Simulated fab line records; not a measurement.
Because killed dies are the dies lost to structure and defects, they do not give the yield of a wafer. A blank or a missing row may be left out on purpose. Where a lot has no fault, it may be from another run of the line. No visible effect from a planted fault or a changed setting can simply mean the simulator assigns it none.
8D (eight disciplines) problem report, filled in by code    flow rit cmos    the parts of the form that need people (team, actions taken, sign-off) are left out

## 1. THE ISSUE
Mean of rf fwd power W at RIT_CONTACT_ETCH_11: 167.4 W across 6 wafers in 2 lots; on wafers with no fault it is 199.5 W (standard deviation 0.65). That is -49 standard deviations from the usual mean.
The step: etches SiO2 in CHF3/CF4/Ar, stops on TiSi2, target depth 480 nm, time 320 s.
The first sign was on wafer L313.2 at day 3 23:26, on rie diel-04. The record has a number at this step for 18 wafers belonging to 6 lots. The rule behind "out" and "out of limits": a value lying over 4 standard deviations away from the usual mean. The rest of the wafers with a number are treated as sound.

## 2. WHAT IT IS, AND WHAT IT ISN'T
question                     is                      is not
which readings at this step  rf fwd power W          drypump motor current A, oes product au, throttle valve pct
which lots                   L313, L315              L309, L326, L328, L330
which wafers of those lots   all that have a number  -
read on which tools          rie diel-04             rie diel-02, rie diel-03
when                         from day 3 23:26        up to then (3 sound wafers); but 9 sound wafers of L326, L328, L330 came after

## 3. THE SUSPECTS, EACH WITH WHAT RULES IT OUT
Counting: any tool at a process step up to the reading is kept as a suspect provided that every lot that is out went through it and no sound lot did after the first of them.
- rtp anneal-02 at RIT_SILICIDE_RTA_06 (time 10 s, ramp up 5 s, ramp down 10 s): kept. All lots that are out passed through it, beginning with L313 at day 3 21:59, and no sound lot followed; its final sound lot before that point was L309 at day 3 01:35.
- rie diel-04 at RIT_CONTACT_ETCH_11 (etches SiO2 in CHF3/CF4/Ar, stops on TiSi2, target depth 480 nm, time 320 s): ruled out as a lasting fault. After its first lot that is out, L313 (day 3 23:26), sound lots L328 ran on it.
Left after counting: rtp anneal-02 at RIT_SILICIDE_RTA_06.

## 4. THE CAUSE (what the simulator had put in)
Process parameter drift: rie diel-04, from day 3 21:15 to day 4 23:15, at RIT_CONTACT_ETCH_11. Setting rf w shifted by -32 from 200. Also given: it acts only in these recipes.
Counting ruled it out, wrongly.

## 5. THE CHAIN OF EFFECTS, in route order
Each row: a reading whose mean over the struck wafers that have a number lies more than 3 standard deviations from the usual. Scope: only readings with a usual standard deviation given in the record; hours: median across lots of the time from each lot's start at the first step in this table that gives one to its start at this step; sigmas: change in usual standard deviations.
hours  step                 reading         usual    on struck wafers  change  sigmas
0      RIT_CONTACT_ETCH_11  rf fwd power W  199.5 W  167.4             -32.1   -49
Here are the process steps it includes:
- RIT_CONTACT_ETCH_11: etches SiO2 in CHF3/CF4/Ar, stops on TiSi2, target depth 480 nm, time 320 s.

## 6. HOW IT WOULD HAVE BEEN CAUGHT EARLIER
In this record the first reading out of limits was taken at day 3 23:26, 2 hours after the fault began at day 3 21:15.
